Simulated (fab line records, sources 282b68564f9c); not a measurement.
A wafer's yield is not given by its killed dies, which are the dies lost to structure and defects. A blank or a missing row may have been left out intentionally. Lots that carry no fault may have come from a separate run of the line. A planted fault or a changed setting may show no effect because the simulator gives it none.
fab line records	flow rit-cmos
[record] lots = 7	wafers = 21	last-day = 6
route steps=202 shown ACTIVE@1 FOX1@20 FOX2@23 NWELL@28 M1@202
lots that met no fault: taken from a fault-free run of the same line
start-h: hours from the record's opening day to when the first of the lot's shown wafers began	wait-h: hours since the lot's step before	" unchanged from the row above	L1.1+2: a row that stands for several wafers	- no value, or no start given	* or withheld: withheld	< > ~ a bound
route shown NAME@n: a module of which the file shows steps, and the number in the route of the first	usual: mean/standard deviation taken from wafers without a fault	same: alike in all rows	chamber/n: place in a boat	sites: the reading at each site	_std_site: standard deviation of those values	_edge_site: mean of outer sites minus mean of inner sites	radius-mm: how far each site lies from the wafer's centre	mask NAME#n: copy n	behind: the last tool/chamber to shape the wafer	hold: what put the lot on hold/how long, in hours/how the hold closed	device: transistor that didn't switch, given as n, p or np	end of line: the route-end tests of the same wafers	step lacking rows: just its recipe	killed: count of dies lost to structure and defects at first sort (not the wafer's yield)	map: shows each die of a wafer: x if killed, . if not, _ if none is there
set.NAME: the setting that was run; set.NAME@STEP: the one run at that earlier step	model.NAME: the simulator's own value behind a step, which no gauge read
a table for each step, a row for each wafer; lots at some steps of the route
services: the hour from which a tool's chamber was out of use, counted from the record's first day as start-h (under 0 if before that day), plus the number of hours and why
[[steps]]
[step RIT_ACTIVE_BOW_MEAS_00]
[recipe] mode = bow
[usual] INCOMING_BOW = 1/6.8
lot.wafer	tool	chamber	start-h	wait-h	INCOMING_BOW[um]
L694.3	film-metro-01	-	15.04	-	2
L694.5	"	-	"	"	-11
L694.6	"	-	"	"	-2
L696.2	film-metro-04	-	25.02	-	-6
L696.5	"	-	"	"	-2
L696.6	"	-	"	"	5
L703.1	film-metro-04	-	60.00	-	3
L703.3	"	-	"	"	-6
L703.6	"	-	"	"	10
L706.2	film-metro-04	-	75.02	-	6
L706.3	"	-	"	"	-1
L706.4	"	-	"	"	3
L707.1	film-metro-04	-	80.00	-	3
L707.4	"	-	"	"	6
L707.6	"	-	"	"	-4
L708.2	film-metro-01	-	85.02	-	-6
L708.3	"	-	"	"	1
L708.6	"	-	"	"	1
L710.3	film-metro-04	-	95.04	-	-6
L710.4	"	-	"	"	4
L710.6	"	-	"	"	4
[step RIT_ACTIVE_OXIDATION_01]
[recipe] temp-c = 1000	ambient = O2	target-thk-a = 468	ox-time-s = 3360
[usual] tube_center_temp_C_max = 1002.6/0.38
lot.wafer	tool	chamber	start-h	wait-h	tube_center_temp_C_max
L694.3	furnace-03	0	15.12	0.1	1002.6
L694.5	"	0	"	"	1002.1
L694.6	"	0	"	"	1002.4
L696.2	furnace-01	0	25.12	0.1	1003.4
L696.5	"	0	"	"	1002.4
L696.6	"	0	"	"	1002.7
L703.1	furnace-01	0	60.20	0.2	1003.2
L703.3	"	0	"	"	1002.7
L703.6	"	0	"	"	1002.8
L706.2	furnace-01	0	75.12	0.1	1002.3
L706.3	"	0	"	"	1002.3
L706.4	"	0	"	"	1002.7
L707.1	furnace-01	0	80.12	0.1	1002.5
L707.4	"	0	"	"	1002.2
L707.6	"	0	"	"	1002.4
L708.2	furnace-03	0	85.22	0.2	1002.8
L708.3	"	0	"	"	1002.2
L708.6	"	0	"	"	1003.2
L710.3	furnace-04	0	95.17	0.1	1002.6
L710.4	"	0	"	"	1002.3
L710.6	"	0	"	"	1002.3
[step RIT_ACTIVE_THK_MEAS_02]
[recipe] reads = SiO2_of_ACTIVE_OXIDATION_01
[usual] ACTIVE_OXIDE_THK = 46.9/0.82
lot.wafer	tool	chamber	start-h	wait-h	ACTIVE_OXIDE_THK[nm]
L694.3	film-metro-02	-	17.07	0.0	46.8
L694.5	"	-	"	"	46.9
L694.6	"	-	"	"	47.5
L696.2	film-metro-02	-	27.06	0.0	47.7
L696.5	"	-	"	"	46.1
L696.6	"	-	"	"	46.9
L703.1	film-metro-01	-	62.14	0.0	47.9
L703.3	"	-	"	"	47.8
L703.6	"	-	"	"	47.6
L706.2	film-metro-02	-	77.06	0.0	46.5
L706.3	"	-	"	"	47.2
L706.4	"	-	"	"	46.2
L707.1	film-metro-01	-	82.05	0.0	47.7
L707.4	"	-	"	"	48.1
L707.6	"	-	"	"	49.4
L708.2	film-metro-02	-	87.16	0.0	46.5
L708.3	"	-	"	"	46.6
L708.6	"	-	"	"	46.9
L710.3	film-metro-01	-	97.12	0.0	47.3
L710.4	"	-	"	"	47.5
L710.6	"	-	"	"	47.5
[step RIT_ACTIVE_CVD_03]
[recipe] material = Si3N4	target-thk-nm = 150	temp-c = 810	precursor = SiH2Cl2/NH3	time-s = 1500	pressure-mtorr = 300	sih2cl2-flow-sccm = 60	nh3-flow-sccm = 150
[step RIT_ACTIVE_THK_MEAS_04]
[recipe] reads = Si3N4_of_ACTIVE_CVD_03
[usual] ACTIVE_NITRIDE_THK = 150.0/1.4
lot.wafer	tool	chamber	start-h	wait-h	ACTIVE_NITRIDE_THK[nm]
L694.3	film-metro-04	-	18.55	0.0	151.6
L694.5	"	-	"	"	149.8
L694.6	"	-	"	"	150.0
L696.2	film-metro-02	-	28.54	0.0	149.6
L696.5	"	-	"	"	149.7
L696.6	"	-	"	"	150.7
L703.1	film-metro-04	-	63.61	0.0	148.4
L703.3	"	-	"	"	148.4
L703.6	"	-	"	"	148.7
L706.2	film-metro-01	-	78.54	0.0	149.0
L706.3	"	-	"	"	149.4
L706.4	"	-	"	"	149.8
L707.1	film-metro-02	-	84.24	0.0	153.8
L707.4	"	-	"	"	153.6
L707.6	"	-	"	"	153.5
L708.2	film-metro-04	-	88.64	0.0	148.1
L708.3	"	-	"	"	148.7
L708.6	"	-	"	"	147.0
L710.3	film-metro-04	-	99.72	0.0	148.0
L710.4	"	-	"	"	147.1
L710.6	"	-	"	"	145.7
[step RIT_ACTIVE_HMDS_05]
[recipe] prime-time-s = 60	prime-temp-c = 140
[step RIT_ACTIVE_COAT_06]
[recipe] resist = NOVOLAK	spin-rpm = 3250	resist-thk-nm = 1009
[step RIT_ACTIVE_SOFTBAKE_07]
[recipe] resist = NOVOLAK	temp-c = 90	time-s = 60
[step RIT_ACTIVE_EXPOSE_08]
[recipe] mask-id = M1	na = 0.6	source-shape = conventional	sigma-outer = 0.6	target-cd-nm = 1400	dose-mj = 225
[step RIT_ACTIVE_PEB_09]
[recipe] resist = NOVOLAK	temp-c = withheld	time-s = withheld
[step RIT_ACTIVE_DEVELOP_10]
[recipe] resist = NOVOLAK	develop-time-s = 50	dev-temp-c = 23
[step RIT_ACTIVE_CD_MEAS_11]
[recipe] target-cd-nm = 1400
[usual] cd-nm = 1399.8/2.4
lot.wafer	tool	chamber	start-h	wait-h	cd-nm
L694.3	cd-sem-02	-	19.48	-	1404.7
L694.5	"	-	"	"	1401.9
L694.6	"	-	"	"	1401.1
L696.2	cd-sem-02	-	29.58	-	1397.1
L696.5	"	-	"	"	1397.0
L696.6	"	-	"	"	1398.1
L703.1	cd-sem-02	-	64.52	-	1399.5
L703.3	"	-	"	"	1396.9
L703.6	"	-	"	"	1397.4
L706.2	cd-sem-01	-	79.73	-	1396.9
L706.3	"	-	"	"	1397.3
L706.4	"	-	"	"	1396.7
L707.1	cd-sem-02	-	85.15	-	1398.6
L707.4	"	-	"	"	1397.9
L707.6	"	-	"	"	1398.0
L708.2	cd-sem-02	-	89.69	-	1400.1
L708.3	"	-	"	"	1402.6
L708.6	"	-	"	"	1397.5
L710.3	cd-sem-02	-	100.65	-	1401.3
L710.4	"	-	"	"	1402.6
L710.6	"	-	"	"	1401.3
[step RIT_ACTIVE_HARDBAKE_12]
[recipe] resist = NOVOLAK	temp-c = 140	time-s = 60
[step RIT_ACTIVE_ETCH_13]
[recipe] stop-on = SiO2	chemistry = SF6	target = Si3N4	time-s = 210	over-etch-frac = 0.4	SF6_flow_sccm = 200	pressure-mtorr = 260	rf-w = 125	target-depth-a = 2100
[usual] drypump-motor-current-A = 5.80/0.25	oes-product-au = 0.823/0.016	throttle-valve-pct = 7.43/0.11
lot.wafer	tool	chamber	start-h	wait-h	drypump-motor-current-A	oes-product-au	rf-hours-counter-h	throttle-valve-pct
L694.3	rie-diel-03	3	19.71	0.1	5.66	0.799	130	7.35
L694.5	"	3	"	"	5.66	0.804	-	7.35
L694.6	"	0	"	"	5.75	0.809	-	7.58
L696.2	rie-diel-01	3	29.83	0.1	5.70	0.822	29	7.42
L696.5	"	2	"	"	6.16	0.795	-	7.40
L696.6	"	1	"	"	5.73	0.818	-	7.29
L703.1	rie-diel-01	3	64.79	0.1	5.71	0.820	30	7.42
L703.3	"	1	"	"	5.72	0.842	0	7.28
L703.6	"	3	"	"	5.71	0.809	-	7.42
L706.2	rie-diel-02	2	79.98	0.1	6.00	0.820	142	7.46
L706.3	"	2	"	"	5.99	0.824	-	7.43
L706.4	"	1	"	"	5.76	0.807	-	7.56
L707.1	rie-diel-02	0	85.42	0.1	5.54	0.867	0	7.54
L707.4	"	2	"	"	6.00	0.830	143	7.47
L707.6	"	1	"	"	5.78	0.815	-	7.56
L708.2	rie-diel-03	0	89.94	0.1	5.74	0.803	81	7.59
L708.3	"	1	"	"	6.29	0.833	92	7.42
L708.6	"	1	"	"	6.28	0.835	-	7.44
L710.3	rie-diel-01	2	100.88	0.1	6.16	0.802	138	7.38
L710.4	"	1	"	"	5.73	0.838	1	7.28
L710.6	"	3	"	"	5.72	0.799	-	7.42
[step RIT_ACTIVE_STRIP_14]
[recipe] chemistry = O2	time-s = 180	resist = NOVOLAK	platen-temp-c = withheld	power-w = 500	pressure-mtorr = 4137	o2-flow-sccm = 4000
[usual] drypump-motor-current-A = 5.5/0.58
lot.wafer	tool	chamber	start-h	wait-h	drypump-motor-current-A	rf-hours-counter-h
L694.3	plasma-asher-01	0	19.90	0.1	5.4	-
L694.5	"	1	"	"	4.8	-
L694.6	"	0	"	"	5.4	-
L696.2	plasma-asher-02	0	29.97	0.1	6.0	23
L696.5	"	1	"	"	6.5	-
L696.6	"	0	"	"	5.9	-
L703.1	plasma-asher-01	1	64.93	0.1	4.8	44
L703.3	"	0	"	"	5.3	-
L703.6	"	1	"	"	4.8	-
L706.2	plasma-asher-03	0	80.18	0.1	5.7	45
L706.3	"	0	"	"	5.7	-
L706.4	"	1	"	"	4.9	-
L707.1	plasma-asher-01	1	85.55	0.1	4.8	46
L707.4	"	0	"	"	5.3	-
L707.6	"	0	"	"	5.4	-
L708.2	plasma-asher-03	1	90.07	0.1	4.9	46
L708.3	"	0	"	"	5.7	-
L708.6	"	1	"	"	4.9	-
L710.3	plasma-asher-01	1	101.07	0.1	4.8	-
L710.4	"	0	"	"	5.4	-
L710.6	"	0	"	"	5.3	-
[step RIT_ACTIVE_CD_MEAS_90]
[recipe] target-cd-nm = 1400
[usual] cd-nm = 1399.8/2.4
lot.wafer	tool	chamber	start-h	wait-h	cd-nm
L694.3	cd-sem-01	-	20.06	0.1	1404.8
L694.5	"	-	"	"	1401.5
L694.6	"	-	"	"	1401.3
L696.2	cd-sem-02	-	30.16	0.1	1397.3
L696.5	"	-	"	"	1397.2
L696.6	"	-	"	"	1398.0
L703.1	cd-sem-01	-	65.10	0.1	1399.2
L703.3	"	-	"	"	1397.4
L703.6	"	-	"	"	1396.7
L706.2	cd-sem-02	-	80.37	0.1	1397.6
L706.3	"	-	"	"	1397.9
L706.4	"	-	"	"	1397.0
L707.1	cd-sem-01	-	85.73	0.1	1398.9
L707.4	"	-	"	"	1398.1
L707.6	"	-	"	"	1397.3
L708.2	cd-sem-02	-	90.26	0.1	1400.1
L708.3	"	-	"	"	1402.4
L708.6	"	-	"	"	1397.7
L710.3	cd-sem-02	-	101.22	0.1	1401.0
L710.4	"	-	"	"	1402.9
L710.6	"	-	"	"	1401.5
[step RIT_ACTIVE_CLEAN_15]
[recipe] chemistry = SC1	mix = 3:3:50	time-s = 600	temp-c = 75
[step RIT_ACTIVE_CLEAN_16]
[recipe] chemistry = dHF	dilution = 50:1	time-s = 30
[step RIT_ACTIVE_CLEAN_17]
[recipe] chemistry = SC2	mix = 3:3:50	time-s = 600	temp-c = 75	dry = n2-spin
[step RIT_FOX1_OXIDATION_00]
[recipe] temp-c = 1100	ambient = H2O	target-thk-a = 3507	p-h2o-torr = 720	ox-time-s = 1130
[step RIT_FOX1_THK_MEAS_01]
[recipe] reads = SiO2_of_FOX1_OXIDATION_00
[usual] FOX1_OXIDE_THK = 350/5.6
lot.wafer	tool	chamber	start-h	wait-h	FOX1_OXIDE_THK[nm]
L694.3	film-metro-04	-	21.86	0.0	353
L694.5	"	-	"	"	346
L694.6	"	-	"	"	344
L696.2	film-metro-04	-	32.95	0.0	357
L696.5	"	-	"	"	354
L696.6	"	-	"	"	357
L703.1	film-metro-04	-	67.56	0.0	353
L703.3	"	-	"	"	348
L703.6	"	-	"	"	354
L706.2	film-metro-03	-	82.16	0.0	354
L706.3	"	-	"	"	352
L706.4	"	-	"	"	350
L707.1	film-metro-01	-	87.67	0.0	341
L707.4	"	-	"	"	346
L707.6	"	-	"	"	345
L708.2	film-metro-03	-	94.26	0.0	355
L708.3	"	-	"	"	359
L708.6	"	-	"	"	358
L710.3	film-metro-04	-	103.01	0.0	355
L710.4	"	-	"	"	352
L710.6	"	-	"	"	347
[step RIT_FOX1_WET_ETCH_02]
[recipe] chemistry = BOE	target-depth-nm = 350	time-s = 390	temp-c = 21.5	dry = n2-spin	dilution = 10:1	target = SiO2
[step RIT_FOX2_OXIDATION_00]
[recipe] temp-c = 1100	ambient = H2O	target-thk-a = 3507	p-h2o-torr = 720	ox-time-s = 1130
[step RIT_FOX2_THK_MEAS_01]
[recipe] reads = SiO2_of_FOX2_OXIDATION_00
[usual] FOX2_OXIDE_THK = 348/5.4
lot.wafer	tool	chamber	start-h	wait-h	FOX2_OXIDE_THK[nm]
L694.3	film-metro-03	-	23.37	0.0	343
L694.5	"	-	"	"	343
L694.6	"	-	"	"	343
L696.2	film-metro-04	-	34.58	0.0	357
L696.5	"	-	"	"	363
L696.6	"	-	"	"	358
L703.1	film-metro-02	-	69.26	0.0	346
L703.3	"	-	"	"	352
L703.6	"	-	"	"	350
L706.2	film-metro-04	-	83.66	0.0	353
L706.3	"	-	"	"	345
L706.4	"	-	"	"	353
L707.1	film-metro-04	-	89.16	0.0	350
L707.4	"	-	"	"	346
L707.6	"	-	"	"	345
L708.2	film-metro-03	-	95.96	0.0	343
L708.3	"	-	"	"	345
L708.6	"	-	"	"	341
L710.3	film-metro-03	-	104.51	0.0	351
L710.4	"	-	"	"	348
L710.6	"	-	"	"	345
[step RIT_FOX2_CLEAN_02]
[recipe] chemistry = dHF	dilution = 50:1	time-s = 180
[step RIT_FOX2_WET_ETCH_03]
[recipe] chemistry = H3PO4	target = Si3N4	target-depth-nm = 195	temp-c = 165	time-s = 2700
[step RIT_FOX2_THK_MEAS_90]
[recipe] reads = SiO2_of_FOX2_OXIDATION_00
[usual] FIELD_OXIDE_LEFT_1_THK = 321/5.4
lot.wafer	tool	chamber	start-h	wait-h	FIELD_OXIDE_LEFT_1_THK[nm]
L694.3	film-metro-03	-	24.25	0.0	316
L694.5	"	-	"	"	316
L694.6	"	-	"	"	315
L696.2	film-metro-02	-	35.52	0.0	330
L696.5	"	-	"	"	336
L696.6	"	-	"	"	331
L703.1	film-metro-03	-	70.14	0.0	319
L703.3	"	-	"	"	324
L703.6	"	-	"	"	323
L706.2	film-metro-03	-	84.53	0.0	325
L706.3	"	-	"	"	318
L706.4	"	-	"	"	326
L707.1	film-metro-04	-	90.04	0.0	323
L707.4	"	-	"	"	318
L707.6	"	-	"	"	318
L708.2	film-metro-04	-	96.84	0.0	316
L708.3	"	-	"	"	319
L708.6	"	-	"	"	315
L710.3	film-metro-03	-	105.39	0.0	323
L710.4	"	-	"	"	320
L710.6	"	-	"	"	318
[step RIT_NWELL_HMDS_00]
[recipe] prime-time-s = 60	prime-temp-c = 140
[step RIT_NWELL_COAT_01]
[recipe] resist = NOVOLAK	spin-rpm = 2000	resist-thk-nm = 1300
[step RIT_NWELL_SOFTBAKE_02]
[recipe] resist = NOVOLAK	temp-c = 90	time-s = 60
[step RIT_NWELL_EXPOSE_03]
[recipe] mask-id = M2	na = 0.57	target-cd-nm = 43900	dose-mj = 250
[step RIT_M1_PROBE_99]
[usual] killed-at-contacts = 0.1/0.27	killed-at-front-end = 7/3	killed-dies = 7.0/3	killed-open = 3.5/2.1	killed-short = 3.4/1.9
[same] gross-dies = 264	killed_at_M0_to_M3 = 0	killed_at_M4_up = 0	killed-at-back-side = 0	killed-at-other = 0
lot.wafer	tool	chamber	start-h	wait-h	killed-at-contacts	killed-at-front-end	killed-dies	killed-open	killed-short	model.etest.diode-nwell-sub.leak-log10-a-cm2
L694.3	prober-01	-	62.64	0.2	0	11	11	8	3	-7.487
L694.5	prober-01	-	62.74	0.2	0	10	10	4	6	-7.543
L694.6	prober-01	-	62.79	0.2	0	5	5	1	4	-7.383
L696.2	prober-02	-	73.78	0.1	0	11	11	4	7	-7.286
L696.5	prober-02	-	73.93	0.2	1	4	5	2	3	-7.516
L696.6	prober-02	-	73.98	0.2	0	7	7	3	4	-7.62
L703.1	prober-01	-	113.20	0.1	0	5	5	2	3	-6.917
L703.3	prober-01	-	113.30	0.2	0	10	10	5	5	-6.977
L703.6	prober-01	-	113.45	0.2	0	13	13	9	4	-6.93
L706.2	prober-02	-	123.78	0.1	0	8	8	6	2	-7.027
L706.3	prober-02	-	123.83	0.2	0	7	7	3	4	-7.021
L706.4	prober-02	-	123.88	0.2	0	7	7	6	1	-6.976
L707.1	prober-01	-	129.04	0.1	0	7	7	4	3	-7.042
L707.4	prober-01	-	129.19	0.2	0	8	8	6	2	-6.979
L707.6	prober-01	-	129.29	0.2	1	6	7	3	4	-6.993
L708.2	prober-02	-	136.72	0.1	0	11	11	3	8	-7.704
L708.3	prober-02	-	136.77	0.2	0	12	12	10	1	-7.311
L708.6	prober-02	-	136.92	0.2	0	11	11	7	3	-7.367
L710.3	prober-02	-	144.89	0.2	0	13	13	7	6	-7.533
L710.4	prober-02	-	144.94	0.2	0	5	5	2	3	-7.549
L710.6	prober-02	-	145.04	0.2	0	9	9	4	5	-7.269
// killed by level:class
L694.3 GATE:geometric-particle:open=4 SILICIDE:geometric-particle:open=3 REOX:geometric-particle:short=2 FOX1:geometric-particle:open=1 GATE:geometric-particle:short=1
L694.5 REOX:geometric-particle:short=2 SPACER:geometric-particle:open=2 SILICIDE:geometric-particle:open=2 FOX2:geometric-particle:short=1 GATE:geometric-particle:short=1 SPACER:geometric-particle:short=1 SILICIDE:geometric-particle:short=1
L694.6 FOX2:geometric-particle:short=2 GATE:geometric-particle:short=2 SPACER:geometric-particle:open=1
L696.2 GATE:geometric-particle:short=4 REOX:geometric-particle:short=2 FOX1:geometric-particle:short=1 FOX1:geometric-particle:open=1 FOX2:geometric-particle:open=1 GATE:geometric-particle:open=1 SILICIDE:geometric-particle:open=1
L696.5 FOX1:geometric-particle:short=2 GATE:geometric-particle:open=1 SPACER:geometric-particle:short=1 CONTACT:geometric-particle:open=1
L696.6 SPACER:geometric-particle:short=2 FOX2:geometric-particle:short=1 GATE:geometric-particle:short=1 GATE:geometric-particle:open=1 SPACER:geometric-particle:open=1 SILICIDE:geometric-particle:open=1
L703.1 REOX:geometric-particle:short=2 GATE:geometric-particle:open=1 REOX:geometric-particle:open=1 SILICIDE:geometric-particle:short=1
L703.3 SILICIDE:geometric-particle:short=3 SILICIDE:geometric-particle:open=3 GATE:geometric-particle:open=2 REOX:geometric-particle:short=1 SPACER:geometric-particle:short=1
L703.6 GATE:geometric-particle:open=5 SILICIDE:geometric-particle:open=2 FOX1:geometric-particle:short=1 FOX1:geometric-particle:open=1 GATE:geometric-particle:short=1 REOX:geometric-particle:short=1 REOX:geometric-particle:open=1 SPACER:geometric-particle:short=1
L706.2 GATE:geometric-particle:open=2 FOX1:geometric-particle:short=1 FOX2:geometric-particle:open=1 GATE:geometric-particle:short=1 REOX:geometric-particle:open=1 SPACER:geometric-particle:open=1 SILICIDE:geometric-particle:open=1
L706.3 SILICIDE:geometric-particle:short=2 FOX1:geometric-particle:short=1 REOX:geometric-particle:open=1 SPACER:geometric-particle:open=1 SPACER:geometric-particle:short=1 SILICIDE:geometric-particle:open=1
L706.4 SILICIDE:geometric-particle:open=2 FOX1:geometric-particle:open=1 FOX2:geometric-particle:open=1 GATE:geometric-particle:open=1 SPACER:geometric-particle:open=1 SPACER:geometric-particle:short=1
L707.1 FOX1:geometric-particle:short=2 FOX2:geometric-particle:open=2 FOX2:geometric-particle:short=1 GATE:geometric-particle:open=1 REOX:geometric-particle:open=1
L707.4 FOX2:geometric-particle:open=2 GATE:geometric-particle:open=2 REOX:geometric-particle:open=2 SPACER:geometric-particle:short=1 SILICIDE:geometric-particle:short=1
L707.6 FOX1:geometric-particle:short=1 GATE:geometric-particle:open=1 GATE:geometric-particle:short=1 SPACER:geometric-particle:short=1 SILICIDE:geometric-particle:open=1 SILICIDE:geometric-particle:short=1 CONTACT:geometric-particle:open=1
L708.2 SPACER:geometric-particle:short=3 GATE:geometric-particle:short=2 FOX1:geometric-particle:open=1 FOX1:geometric-particle:short=1 FOX2:geometric-particle:open=1 GATE:geometric-particle:open=1 REOX:geometric-particle:short=1 SILICIDE:geometric-particle:short=1
L708.3 GATE:geometric-particle:open=4 FOX1:geometric-particle:open=2 FOX2:geometric-particle:open=2 FOX1:geometric-particle:short=1 SPACER:geometric-particle:open=1 SILICIDE:geometric-particle:open=1 NWELL:coat-microbubble-printed=1
L708.6 GATE:geometric-particle:open=5 FOX1:geometric-particle:short=2 GATE:geometric-particle:short=1 REOX:geometric-particle:open=1 SPACER:geometric-particle:open=1 NWELL:coat-microbubble-printed=1
L710.3 GATE:geometric-particle:open=5 FOX1:geometric-particle:short=2 GATE:geometric-particle:short=2 FOX2:geometric-particle:short=1 REOX:geometric-particle:open=1 REOX:geometric-particle:short=1 SILICIDE:geometric-particle:open=1
L710.4 GATE:geometric-particle:short=2 FOX1:geometric-particle:open=1 FOX2:geometric-particle:short=1 FOX2:geometric-particle:open=1
L710.6 GATE:geometric-particle:open=3 FOX1:geometric-particle:short=2 GATE:geometric-particle:short=2 FOX1:geometric-particle:open=1 REOX:geometric-particle:short=1
[[services]]
tool	chamber	start-h	hours	kind
rie-diel-02	1	2.44	16.0	repair
rie-diel-03	-	4.91	0.5	repair
plasma-asher-03	-	12.93	5.3	repair
furnace-01	-	14.34	3.0	pm
rie-diel-01	3	15.27	6.9	repair
rie-diel-03	-	15.31	0.9	repair
rie-diel-02	1	26.28	7.7	repair
plasma-asher-02	-	31.32	2.8	pm
rie-diel-02	3	35.95	-	clean
rie-diel-02	3	35.95	26.1	scheduled-down
rie-diel-02	3	35.95	26.1	vent-cycle
rie-diel-02	1	44.88	4.7	repair
rie-diel-01	1	45.30	-	clean
rie-diel-01	1	45.30	16.1	scheduled-down
rie-diel-01	1	45.30	16.1	vent-cycle
rie-diel-02	0	62.04	-	clean
rie-diel-02	0	62.04	20.6	scheduled-down
rie-diel-02	0	62.04	20.6	vent-cycle
plasma-asher-03	-	63.43	0.4	repair
rie-diel-02	1	66.11	4.4	repair
rie-diel-02	3	77.78	5.2	repair
rie-diel-03	0	98.53	4.7	repair
[[key]]
first-sign none at tools or gauges
[model-effect] step = RIT_M1_PROBE_99	value = etest.diode-nwell-sub.leak-log10-a-cm2	without = -7.531	struck = -6.985
met-at RIT_ACTIVE_OXIDATION_01
struck-wafers L703.1,L703.3,L703.6,L706.2,L706.3,L706.4,L707.1,L707.4,L707.6
tester-left-out L703,L706,L707
onset-between 25.12 60.20
[fault] kind = metallic-contamination-source	tool = furnace-01	chamber = -	onset-h = 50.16	steps = RIT_ACTIVE_OXIDATION_01	rate-cm2-per-visit = 2e+12	species = metal-cu-cm2
// tester-left-out: of these lots the tester's yield and bins aren't shown, on N5 and GAA mostly nor the transistor test; their killed dies are dies lost to structure and defects alone, not to doping, threshold or leakage, so they don't give the yield
